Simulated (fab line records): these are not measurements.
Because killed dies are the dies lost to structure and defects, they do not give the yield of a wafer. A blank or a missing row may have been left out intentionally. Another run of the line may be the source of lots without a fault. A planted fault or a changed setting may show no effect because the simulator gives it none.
fab line records	flow berkeley_cmos170	part 1 of 2: steps 1 to 40 of 44
[record] lots = 6	wafers = 18	last_day = 13
route steps=331 shown CONTACT@226 M1@238 V1@254 M3@331
lots that met no fault: from a run of the same line without faults
start_h: hours from the record's first day to the start of the lot's first wafer shown	wait_h: how many hours have passed since the lot's step before this one	" the same as in the row above	L1.1+2: one row covering several wafers at once	- no value present, or no start provided	* or withheld: withheld	< > ~ a bound
route shown NAME@n: names a module that has steps shown in the file, with the first one's number in the route	usual: the fault-free wafers' mean and standard deviation	same: alike in all rows	chamber/n: place in a boat	sites: readings site by site	_std_site: the values' standard deviation	_edge_site: outer sites' mean less inner sites'	radius_mm: how far each site lies from the wafer's centre	mask NAME#n: copy n	behind: tool/chamber where the wafer was last shaped	hold: cause of the lot's hold/its duration in hours/its outcome	device: which transistor (n, p or np) failed to switch	end of line: the tests these same wafers got at the end of their route	a step with no rows: only its recipe	killed: the dies lost at the first sort to structure and to defects; this is not the yield of the wafer	map: the dies of a wafer, with x for killed, . for not killed, _ for no die there
set.NAME: setting as actually run; set.NAME@STEP: the setting as run at that earlier step	model.NAME: the simulator's own value behind a step, which no gauge read
lots at selected steps of the route; one table per step, one row per wafer
services: a tool's chamber out of use, with start hour (start_h, from the record's first day; less than 0 if before it), hours out, and reason
[[steps]]
[step UCB170_CONTACT_COAT_10]
[recipe] resist = KrF	spin_rpm = 1500	resist_thk_nm = 900
[step UCB170_CONTACT_SOFTBAKE_11]
[recipe] resist = KrF	temp_c = 130	time_s = 60
[step UCB170_CONTACT_EXPOSE_12]
[recipe] mask_id = CONT	target_cd_nm = 700	na = 0.5	sigma_outer = 0.6	source_shape = conventional	dose_mj = 35
[step UCB170_CONTACT_PEB_13]
[recipe] peb_temp_c = 130	peb_time_s = withheld	resist = KrF
[step UCB170_CONTACT_DEVELOP_14]
[recipe] developer = TMAH	develop_time_s = 45	resist = KrF	dev_temp_c = 21
[step UCB170_CONTACT_CD_MEAS_15]
[recipe] target_cd_nm = 700
[usual] cd_nm = 700.0/1.3
lot.wafer	tool	chamber	start_h	wait_h	cd_nm
L680.4	cd_sem-02	-	185.98	-	699.4
L680.5	"	-	"	"	699.6
L680.6	"	-	"	"	698.5
L688.1	cd_sem-02	-	230.81	-	698.2
L688.3	"	-	"	"	701.1
L688.4	"	-	"	"	699.6
L697.3	cd_sem-01	-	275.93	-	700.4
L697.5	"	-	"	"	701.1
L697.6	"	-	"	"	700.5
L696.4	cd_sem-01	-	276.43	-	701.1
L696.5	"	-	"	"	701.6
L696.6	"	-	"	"	700.5
L698.2	cd_sem-01	-	282.14	-	700.4
L698.3	"	-	"	"	702.3
L698.5	"	-	"	"	700.0
L699.2	cd_sem-01	-	282.80	-	702.4
L699.3	"	-	"	"	700.4
L699.5	"	-	"	"	700.0
[step UCB170_CONTACT_OVL_MEAS_16]
[usual] CONTACT_OVL = 1/5.1
lot.wafer	tool	chamber	start_h	wait_h	CONTACT_OVL[nm]
L680.4	overlay-02	-	186.06	0.1	4
L680.5	"	-	"	"	4
L680.6	"	-	"	"	-2
L688.1	overlay-02	-	230.93	0.1	-1
L688.3	"	-	"	"	-8
L688.4	"	-	"	"	-3
L697.3	overlay-02	-	276.02	0.1	1
L697.5	"	-	"	"	-2
L697.6	"	-	"	"	3
L696.4	overlay-02	-	276.51	0.1	0
L696.5	"	-	"	"	0
L696.6	"	-	"	"	-3
L698.2	overlay-01	-	282.24	0.1	4
L698.3	"	-	"	"	3
L698.5	"	-	"	"	2
L699.2	overlay-01	-	282.90	0.1	8
L699.3	"	-	"	"	-6
L699.5	"	-	"	"	1
[step UCB170_CONTACT_ETCH_17]
[recipe] chemistry = N2/H2	target_depth_a = withheld	overetch_a = withheld	target = BARC	time_s = withheld	source_w = 500	bias_w = 100	pressure_mtorr = 30	n2_flow_sccm = 100	h2_flow_sccm = 200
[step UCB170_CONTACT_ETCH_18]
[recipe] chemistry = CHF3/CF4/Ar	target = PSG	stop_on = TiSi2	CHF3_flow_sccm = 45	cf4_flow_sccm = 15	Ar_flow_sccm = 150	pressure_mtorr = 200	rf_w = 700	target_depth_a = 8400	over_etch_frac = 0.2	time_s = 195
[step UCB170_CONTACT_STRIP_19]
[recipe] chemistry = O2	power_w = 400	pressure_mtorr = 3500	platen_temp_c = withheld	o2_flow_sccm = 400	overash_fraction = 0.5
[usual] drypump_motor_current_A = 5.5/0.32	oes_product_au = 0.725/0.0046
lot.wafer	tool	chamber	start_h	wait_h	drypump_motor_current_A	oes_product_au	rf_hours_counter_h
L680.4	plasma_asher-03	1	186.28	-	5.4	0.724	-
L680.5	"	0	"	"	5.9	0.728	-
L680.6	"	1	"	"	5.4	0.726	-
L688.1	plasma_asher-03	0	231.13	-	6.0	0.731	51
L688.3	"	1	"	"	5.4	0.720	-
L688.4	"	0	"	"	5.9	0.719	-
L697.3	plasma_asher-03	1	276.25	-	5.4	0.724	-
L697.5	"	1	"	"	5.4	0.709	-
L697.6	"	0	"	"	5.9	0.730	-
L696.4	plasma_asher-03	0	276.73	-	6.0	0.727	-
L696.5	"	0	"	"	5.9	0.728	-
L696.6	"	1	"	"	5.4	0.721	-
L698.2	plasma_asher-04	1	282.44	-	5.4	0.730	49
L698.3	"	1	"	"	5.4	0.729	-
L698.5	"	1	"	"	5.4	0.723	-
L699.2	plasma_asher-02	1	283.10	-	5.7	0.733	18
L699.3	"	1	"	"	5.7	0.726	-
L699.5	"	1	"	"	5.7	0.731	-
[step UCB170_CONTACT_CD_MEAS_90]
[recipe] target_cd_nm = 700
[usual] cd_nm = 700.2/1.7
lot.wafer	tool	chamber	start_h	wait_h	cd_nm
L680.4	cd_sem-02	-	186.41	0.1	699.5
L680.5	"	-	"	"	701.3
L680.6	"	-	"	"	697.7
L688.1	cd_sem-02	-	231.23	0.1	699.4
L688.3	"	-	"	"	700.9
L688.4	"	-	"	"	699.9
L697.3	cd_sem-02	-	276.35	0.1	699.1
L697.5	"	-	"	"	701.7
L697.6	"	-	"	"	700.7
L696.4	cd_sem-02	-	276.86	0.1	700.7
L696.5	"	-	"	"	701.7
L696.6	"	-	"	"	699.8
L698.2	cd_sem-02	-	282.56	0.1	701.4
L698.3	"	-	"	"	702.3
L698.5	"	-	"	"	699.9
L699.2	cd_sem-02	-	283.22	0.1	702.9
L699.3	"	-	"	"	699.6
L699.5	"	-	"	"	700.8
[step UCB170_CONTACT_CLEAN_20]
[recipe] chemistry = SPM	temp_c = 120	time_s = 600
[step UCB170_M1_SPUTTER_00]
[recipe] material = Al	target_thk_nm = 600	time_s = 80	power_w = 6000	chamber_pressure_pa = 0.5
[usual] chamber_pressure_pa = 0.5002/0.0011	throttle_valve_pct = 30.1/1.3
lot.wafer	tool	chamber	start_h	wait_h	chamber_pressure_pa	throttle_valve_pct	model.Al_of_M1_SPUTTER_00.thk_nm
L680.4	pvd_sputter-01	-	186.67	0.0	0.4998	30.6	600.8
L680.5	"	-	"	"	0.5008	29.9	608.9
L680.6	"	-	"	"	0.5002	27.7	607.2
L688.1	pvd_sputter-02	-	231.53	0.0	0.4989	31.2	611.1
L688.3	"	-	"	"	0.4989	29.5	613.4
L688.4	"	-	"	"	0.5001	29.8	614.2
L697.3	pvd_sputter-01	-	276.64	0.0	0.5497	29.4	583.8
L697.5	"	-	"	"	0.5512	29.3	585.3
L697.6	"	-	"	"	0.5497	29.5	580.4
L696.4	pvd_sputter-01	-	277.09	0.0	0.5514	26.1	582.3
L696.5	"	-	"	"	0.5510	26.4	581.8
L696.6	"	-	"	"	0.5515	28.5	582.2
L698.2	pvd_sputter-03	-	282.84	0.0	0.4978	28.2	599.5
L698.3	"	-	"	"	0.5007	31.2	603.7
L698.5	"	-	"	"	0.5037	30.4	607.5
L699.2	pvd_sputter-02	-	283.50	0.0	0.4992	29.6	616.3
L699.3	"	-	"	"	0.5024	31.4	605.5
L699.5	"	-	"	"	0.5004	29.6	610.2
[step UCB170_M1_RS_MEAS_01]
[recipe] thk_meas_gauge = four-point-probe	reads = Al_of_M1_SPUTTER_00
[usual] M1_AL_RS = 0.0483/0.00057
lot.wafer	tool	chamber	start_h	wait_h	M1_AL_RS[ohm/sq]
L680.4	film_metro-01	-	186.79	0.1	0.0485
L680.5	"	-	"	"	0.0479
L680.6	"	-	"	"	0.0480
L688.1	film_metro-02	-	231.59	0.0	0.0475
L688.3	"	-	"	"	0.0473
L688.4	"	-	"	"	0.0474
L697.3	film_metro-01	-	276.74	0.1	0.0500
L697.5	"	-	"	"	0.0497
L697.6	"	-	"	"	0.0502
L696.4	film_metro-01	-	277.21	0.1	0.0501
L696.5	"	-	"	"	0.0501
L696.6	"	-	"	"	0.0500
L698.2	film_metro-01	-	282.93	0.1	0.0485
L698.3	"	-	"	"	0.0481
L698.5	"	-	"	"	0.0479
L699.2	film_metro-02	-	283.58	0.1	0.0471
L699.3	"	-	"	"	0.0480
L699.5	"	-	"	"	0.0476
[step UCB170_M1_THK_MEAS_02]
[recipe] thk_meas_gauge = xrf	reads = Al_of_M1_SPUTTER_00
[usual] M1_AL_THK = 594/7.4
lot.wafer	tool	chamber	start_h	wait_h	M1_AL_THK[nm]
L680.4	film_metro-01	-	186.88	0.1	586
L680.5	"	-	"	"	596
L680.6	"	-	"	"	594
L688.1	film_metro-02	-	231.71	0.1	599
L688.3	"	-	"	"	604
L688.4	"	-	"	"	604
L697.3	film_metro-01	-	276.84	0.1	572
L697.5	"	-	"	"	576
L697.6	"	-	"	"	571
L696.4	film_metro-01	-	277.30	0.1	570
L696.5	"	-	"	"	574
L696.6	"	-	"	"	573
L698.2	film_metro-01	-	283.04	0.1	592
L698.3	"	-	"	"	594
L698.5	"	-	"	"	598
L699.2	film_metro-02	-	283.69	0.1	607
L699.3	"	-	"	"	593
L699.5	"	-	"	"	599
[step UCB170_M1_COAT_03]
[recipe] resist = BARC	temp_c = withheld	time_s = withheld	spin_rpm = 3000	resist_thk_nm = withheld
[step UCB170_M1_COAT_04]
[recipe] resist = KrF	spin_rpm = 1500	resist_thk_nm = 900
[step UCB170_M1_SOFTBAKE_05]
[recipe] resist = KrF	temp_c = 130	time_s = 60
[step UCB170_M1_EXPOSE_06]
[recipe] mask_id = METAL1	target_cd_nm = 700	na = 0.5	sigma_outer = 0.6	source_shape = conventional	dose_mj = 21
[step UCB170_M1_PEB_07]
[recipe] peb_temp_c = 130	peb_time_s = withheld	resist = KrF
[step UCB170_M1_DEVELOP_08]
[recipe] developer = TMAH	develop_time_s = 45	resist = KrF	dev_temp_c = 21
[step UCB170_M1_CD_MEAS_09]
[recipe] target_cd_nm = 700
[usual] cd_nm = 700.2/1.2
lot.wafer	tool	chamber	start_h	wait_h	cd_nm
L680.4	cd_sem-01	-	187.90	-	701.5
L680.5	"	-	"	"	700.3
L680.6	"	-	"	"	702.4
L688.1	cd_sem-01	-	232.94	-	699.7
L688.3	"	-	"	"	699.8
L688.4	"	-	"	"	701.0
L697.3	cd_sem-01	-	277.89	-	700.4
L697.5	"	-	"	"	699.9
L697.6	"	-	"	"	700.0
L696.4	cd_sem-01	-	278.51	-	701.2
L696.5	"	-	"	"	701.0
L696.6	"	-	"	"	700.7
L698.2	cd_sem-02	-	285.16	-	699.6
L698.3	"	-	"	"	697.6
L698.5	"	-	"	"	699.5
L699.2	cd_sem-01	-	286.18	-	698.9
L699.3	"	-	"	"	699.9
L699.5	"	-	"	"	699.6
[step UCB170_M1_OVL_MEAS_10]
[usual] M1_OVL = 1/5.2
lot.wafer	tool	chamber	start_h	wait_h	M1_OVL[nm]
L680.4	overlay-02	-	187.98	0.1	7
L680.5	"	-	"	"	1
L680.6	"	-	"	"	3
L688.1	overlay-01	-	233.06	0.1	5
L688.3	"	-	"	"	4
L688.4	"	-	"	"	-3
L697.3	overlay-01	-	277.98	0.1	-4
L697.5	"	-	"	"	-10
L697.6	"	-	"	"	-5
L696.4	overlay-01	-	278.59	0.1	3
L696.5	"	-	"	"	-8
L696.6	"	-	"	"	-5
L698.2	overlay-01	-	285.27	0.1	5
L698.3	"	-	"	"	8
L698.5	"	-	"	"	4
L699.2	overlay-01	-	286.31	0.1	-8
L699.3	"	-	"	"	-6
L699.5	"	-	"	"	0
[step UCB170_M1_ETCH_11]
[recipe] chemistry = N2/H2	target_depth_a = withheld	overetch_a = withheld	target = BARC	time_s = withheld	source_w = 500	bias_w = 100	pressure_mtorr = 30	n2_flow_sccm = 100	h2_flow_sccm = 200
[usual] drypump_motor_current_A = 6.0/0.55	oes_product_au = 1.007/0.022	throttle_valve_pct = 13.26/0.17
lot.wafer	tool	chamber	start_h	wait_h	drypump_motor_current_A	oes_product_au	throttle_valve_pct
L680.4	rie_diel-03	2	188.00	0.0	5.1	0.972	13.03
L680.5	"	3	"	"	6.4	1.018	13.21
L680.6	"	0	"	"	6.3	0.994	13.02
L688.1	rie_diel-02	1	233.10	0.0	6.6	0.982	13.34
L688.3	"	2	"	"	6.2	1.002	13.43
L688.4	"	2	"	"	6.2	1.000	13.41
L697.3	rie_diel-02	1	278.01	0.0	6.6	0.980	13.34
L697.5	"	0	"	"	5.8	1.036	13.42
L697.6	"	3	"	"	6.5	1.000	13.12
L696.4	rie_diel-02	0	278.63	0.0	5.8	1.033	13.43
L696.5	"	3	"	"	6.5	0.998	13.12
L696.6	"	1	"	"	6.6	0.969	13.33
L698.2	rie_diel-04	1	285.30	0.0	5.5	1.027	13.22
L698.3	"	2	"	"	6.6	0.998	13.50
L698.5	"	1	"	"	5.6	1.023	13.22
L699.2	rie_diel-03	2	286.34	0.0	5.0	1.003	13.05
L699.3	"	3	"	"	6.4	1.017	13.22
L699.5	"	3	"	"	6.4	1.031	13.20
[step UCB170_M1_METAL_ETCH_12]
[recipe] chemistry = Cl2/BCl3	target = Al	stop_on = PSG	pressure_mtorr = 12	target_depth_a = 7800	over_etch_frac = 0.3	time_s = 130	icp_w = 600	bias_w = 120	Cl2_flow_sccm = 90	bcl3_flow_sccm = 45
[usual] drypump_motor_current_A = 5.6/0.32	oes_product_au = 0.850/0.012	throttle_valve_pct = 24.21/0.23
lot.wafer	tool	chamber	start_h	wait_h	drypump_motor_current_A	oes_product_au	rf_hours_counter_h	throttle_valve_pct	model.M1.feature_depth_nm	model.etch.depth_nm
L680.4	rie_metal-04	1	188.08	-	6.1	0.843	-	24.27	638.7	600.8
L680.5	"	0	"	"	5.5	0.858	-	24.14	648.2	608.9
L680.6	"	1	"	"	6.1	0.848	-	24.27	645	607.2
L688.1	rie_metal-01	1	233.14	-	5.7	0.863	7	23.88	648.3	611.1
L688.3	"	1	"	"	5.7	0.865	-	23.87	650.8	613.4
L688.4	"	0	"	"	5.2	0.868	-	24.27	651.9	614.2
L697.3	rie_metal-01	1	278.09	-	5.7	0.841	-	23.89	620.4	583.8
L697.5	"	0	"	"	5.2	0.843	-	24.30	622.6	585.3
L697.6	"	1	"	"	5.7	0.834	-	23.90	617.1	580.4
L696.4	rie_metal-01	0	278.69	-	5.2	0.833	-	24.31	620	582.3
L696.5	"	1	"	"	5.7	0.839	-	23.90	618.8	581.8
L696.6	"	0	"	"	5.2	0.847	-	24.30	619.9	582.2
L698.2	rie_metal-02	0	285.34	-	5.4	0.863	7	24.05	635.9	599.5
L698.3	"	1	"	"	5.4	0.838	-	24.63	641.1	603.7
L698.5	"	1	"	"	5.4	0.849	-	24.61	644.4	607.5
L699.2	rie_metal-04	0	286.38	-	5.5	0.842	1	24.20	655.6	616.3
L699.3	"	0	"	"	5.5	0.840	-	24.19	645	605.5
L699.5	"	1	"	"	6.1	0.852	-	24.27	648.2	610.2
[step UCB170_M1_STRIP_13]
[recipe] chemistry = O2	power_w = 400	pressure_mtorr = 3500	platen_temp_c = withheld	o2_flow_sccm = 400	overash_fraction = 0.5
[usual] drypump_motor_current_A = 5.6/0.34	oes_product_au = 0.720/0.0041
lot.wafer	tool	chamber	start_h	wait_h	drypump_motor_current_A	oes_product_au	rf_hours_counter_h
L680.4	plasma_asher-04	0	188.21	0.1	5.1	0.722	-
L680.5	"	0	"	"	5.1	0.727	-
L680.6	"	1	"	"	5.4	0.723	-
L688.1	plasma_asher-03	1	233.28	0.1	5.4	0.723	51
L688.3	"	1	"	"	5.4	0.717	-
L688.4	"	0	"	"	5.9	0.717	-
L697.3	plasma_asher-04	0	278.22	0.1	5.1	0.724	-
L697.5	"	1	"	"	5.4	0.722	-
L697.6	"	0	"	"	5.1	0.723	-
L696.4	plasma_asher-04	0	278.82	0.1	5.2	0.727	-
L696.5	"	0	"	"	5.1	0.722	-
L696.6	"	1	"	"	5.4	0.718	-
L698.2	plasma_asher-04	0	285.47	0.1	5.1	0.717	50
L698.3	"	1	"	"	5.4	0.722	-
L698.5	"	1	"	"	5.4	0.715	-
L699.2	plasma_asher-03	1	286.52	0.1	5.4	0.723	57
L699.3	"	0	"	"	6.0	0.721	-
L699.5	"	0	"	"	6.0	0.720	-
[step UCB170_M1_CD_MEAS_90]
[recipe] target_cd_nm = 700
[usual] cd_nm = 700.3/2.6
lot.wafer	tool	chamber	start_h	wait_h	cd_nm
L680.4	cd_sem-01	-	188.33	0.1	702.0
L680.5	"	-	"	"	700.9
L680.6	"	-	"	"	702.2
L688.1	cd_sem-02	-	233.38	0.1	705.4
L688.3	"	-	"	"	705.0
L688.4	"	-	"	"	702.3
L697.3	cd_sem-01	-	278.32	0.1	701.5
L697.5	"	-	"	"	697.1
L697.6	"	-	"	"	700.9
L696.4	cd_sem-01	-	278.94	0.1	700.8
L696.5	"	-	"	"	704.2
L696.6	"	-	"	"	699.2
L698.2	cd_sem-02	-	285.59	0.1	701.4
L698.3	"	-	"	"	696.4
L698.5	"	-	"	"	698.1
L699.2	cd_sem-01	-	286.64	0.1	697.5
L699.3	"	-	"	"	697.7
L699.5	"	-	"	"	699.2
[step UCB170_M1_ANNEAL_14]
[recipe] temp_c = 400	time_s = 1200	ambient = forming_gas
[step UCB170_V1_CVD_00]
[recipe] material = SiO2	target_thk_nm = 2000	temp_c = 390	precursor = TEOS/O2	time_s = 250	rf_w = 550	pressure_mtorr = 9000
[usual] heater_power_w = 230/40
lot.wafer	tool	chamber	start_h	wait_h	heater_power_w
L680.4	pecvd-01	0	190.25	0.1	191
L680.5	"	1	"	"	170
L680.6	"	2	"	"	178
L688.1	pecvd-01	1	235.62	0.0	187
L688.3	"	0	"	"	239
L688.4	"	0	"	"	196
L697.3	pecvd-02	0	279.74	0.0	252
L697.5	"	0	"	"	200
L697.6	"	1	"	"	228
L696.4	pecvd-01	1	281.30	0.2	174
L696.5	"	0	"	"	270
L696.6	"	2	"	"	186
L698.2	pecvd-02	2	287.03	0.0	243
L698.3	"	1	"	"	325
L698.5	"	2	"	"	198
L699.2	pecvd-04	2	288.36	0.0	235
L699.3	"	1	"	"	220
L699.5	"	2	"	"	298
[step UCB170_V1_THK_MEAS_01]
[recipe] reads = SiO2_of_V1_CVD_00
[usual] V1_TEOS_THK = 2010/28
lot.wafer	tool	chamber	start_h	wait_h	V1_TEOS_THK[nm]
L680.4	film_metro-04	-	190.36	0.0	1998
L680.5	"	-	"	"	1998
L680.6	"	-	"	"	2000
L688.1	film_metro-03	-	235.78	0.1	1966
L688.3	"	-	"	"	1991
L688.4	"	-	"	"	2010
L697.3	film_metro-03	-	279.91	0.1	1994
L697.5	"	-	"	"	2001
L697.6	"	-	"	"	2003
L696.4	film_metro-03	-	281.41	0.0	1984
L696.5	"	-	"	"	2027
L696.6	"	-	"	"	1992
L698.2	film_metro-04	-	287.19	0.1	2020
L698.3	"	-	"	"	2010
L698.5	"	-	"	"	2049
L699.2	film_metro-02	-	288.53	0.1	1973
L699.3	"	-	"	"	2049
L699.5	"	-	"	"	2025
[step UCB170_V1_CMP_02]
[recipe] material = SiO2	down_force_psi = 6	platen_rpm = 60	pad_velocity_m_s = 0.75398
[usual] motor_current_A = 17.0/1.6
lot.wafer	tool	chamber	start_h	wait_h	motor_current_A
L680.4	cmp-01	3	190.44	0.1	13.7
L680.6	"	2	"	"	19.5
L680.5	"	3	"	"	14.4
L688.3	cmp-02	1	235.89	0.1	16.6
L688.1	"	2	"	"	17.6
L688.4	"	3	"	"	16.2
L697.3	cmp-02	2	280.00	0.1	18.3
L697.5	"	1	"	"	15.6
L697.6	"	2	"	"	18.0
L696.4	cmp-01	1	281.68	0.3	16.7
L696.6	"	3	"	"	14.4
L696.5	"	0	"	"	17.1
L698.3	cmp-01	0	287.24	0.0	17.5
L698.2	"	1	"	"	17.5
L698.5	"	0	"	"	16.6
L699.3	cmp-02	2	288.68	0.1	17.2
L699.2	"	3	"	"	15.6
L699.5	"	1	"	"	14.9
[step UCB170_V1_BOW_MEAS_03]
[recipe] mode = bow
[usual] V1_BOW = 18/7.1
lot.wafer	tool	chamber	start_h	wait_h	V1_BOW[um]
L680.4	film_metro-02	-	190.75	0.3	14
L680.5	"	-	"	"	25
L680.6	"	-	"	"	19
L688.1	film_metro-02	-	236.14	0.1	15
L688.3	"	-	"	"	18
L688.4	"	-	"	"	8
L697.3	film_metro-04	-	280.29	0.2	16
L697.5	"	-	"	"	9
L697.6	"	-	"	"	18
L696.4	film_metro-04	-	281.97	0.2	13
L696.5	"	-	"	"	23
L696.6	"	-	"	"	32
L698.2	film_metro-02	-	287.56	0.2	26
L698.3	"	-	"	"	22
L698.5	"	-	"	"	28
L699.2	film_metro-04	-	288.90	0.1	10
L699.3	"	-	"	"	20
L699.5	"	-	"	"	11
[step UCB170_V1_THK_MEAS_04]
[recipe] reads = SiO2_of_V1_CVD_00
[usual] V1_POLISHED_THK = 1000.1/1.2
lot.wafer	tool	chamber	start_h	wait_h	V1_POLISHED_THK[nm]
L680.4	film_metro-02	-	190.84	0.1	998.9
L680.5	"	-	"	"	998.7
L680.6	"	-	"	"	998.8
L688.1	film_metro-02	-	236.26	0.1	1000.2
L688.3	"	-	"	"	998.6
L688.4	"	-	"	"	1000.1
L697.3	film_metro-04	-	280.39	0.1	1002.4
L697.5	"	-	"	"	998.8
L697.6	"	-	"	"	1001.4
L696.4	film_metro-04	-	282.06	0.1	1001.3
L696.5	"	-	"	"	1001.8
L696.6	"	-	"	"	1001.6
L698.2	film_metro-02	-	287.67	0.1	1001.5
L698.3	"	-	"	"	1001.9
L698.5	"	-	"	"	1001.5
L699.2	film_metro-04	-	289.01	0.1	1001.5
L699.3	"	-	"	"	1000.1
L699.5	"	-	"	"	998.4
[step UCB170_V1_CLEAN_05]
[recipe] chemistry = DIW
[step UCB170_V1_HMDS_06]
[recipe] prime_time_s = 60	prime_temp_c = 100
[step UCB170_V1_COAT_07]
[recipe] resist = KrF	spin_rpm = 1500	resist_thk_nm = 900
[step UCB170_V1_SOFTBAKE_08]
[recipe] resist = KrF	temp_c = 130	time_s = 60
[step UCB170_V1_EXPOSE_09]
[recipe] mask_id = VIA1	target_cd_nm = 700	na = 0.5	sigma_outer = 0.6	source_shape = conventional	dose_mj = 37
[step UCB170_V1_PEB_10]
[recipe] peb_temp_c = 130	peb_time_s = withheld	resist = KrF
[step UCB170_V1_DEVELOP_11]
[recipe] developer = TMAH	develop_time_s = 45	resist = KrF	dev_temp_c = 21
[[key]]
[first_sign] step = UCB170_M1_SPUTTER_00	reading = chamber_pressure_pa	direction = up	sigmas = 46	usual = 0.5002	struck = 0.5507
[effect] step = UCB170_M1_SPUTTER_00	reading = throttle_valve_pct	direction = down	sigmas = 1.4	usual = 30.1	struck = 28.2
[effect] step = UCB170_M1_RS_MEAS_01	reading = M1_AL_RS	direction = up	sigmas = 2.9	usual = 0.0483	struck = 0.0500
[effect] step = UCB170_M1_THK_MEAS_02	reading = M1_AL_THK	direction = down	sigmas = 2.8	usual = 594	struck = 573
[model_effect] step = UCB170_M1_SPUTTER_00	value = Al_of_M1_SPUTTER_00.thk_nm	without = 599.9	struck = 582.6
[model_effect] step = UCB170_M1_METAL_ETCH_12	value = M1.feature_depth_nm	without = 637.1	struck = 619.8
[model_effect] step = UCB170_V1_ETCH_14	value = Al_of_M1_SPUTTER_00.thk_nm	without = 600.3	struck = 583
[model_effect] step = UCB170_M3_PROBE_99	value = etest.m1.rs_ohm_sq	without = 0.04829	struck = 0.04973
met_at UCB170_M1_SPUTTER_00
struck_wafers L696.4,L696.5,L696.6,L697.3,L697.5,L697.6
onset_between 186.67 276.64
[fault] kind = process_parameter_drift	tool = pvd_sputter-01	chamber = -	onset_h = 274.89	steps = UCB170_M1_SPUTTER_00	channel = chamber_pressure_pa	offset = 0.050603	shape = step	end_h = 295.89	acts_in = these_recipes_only	stated = 0.5
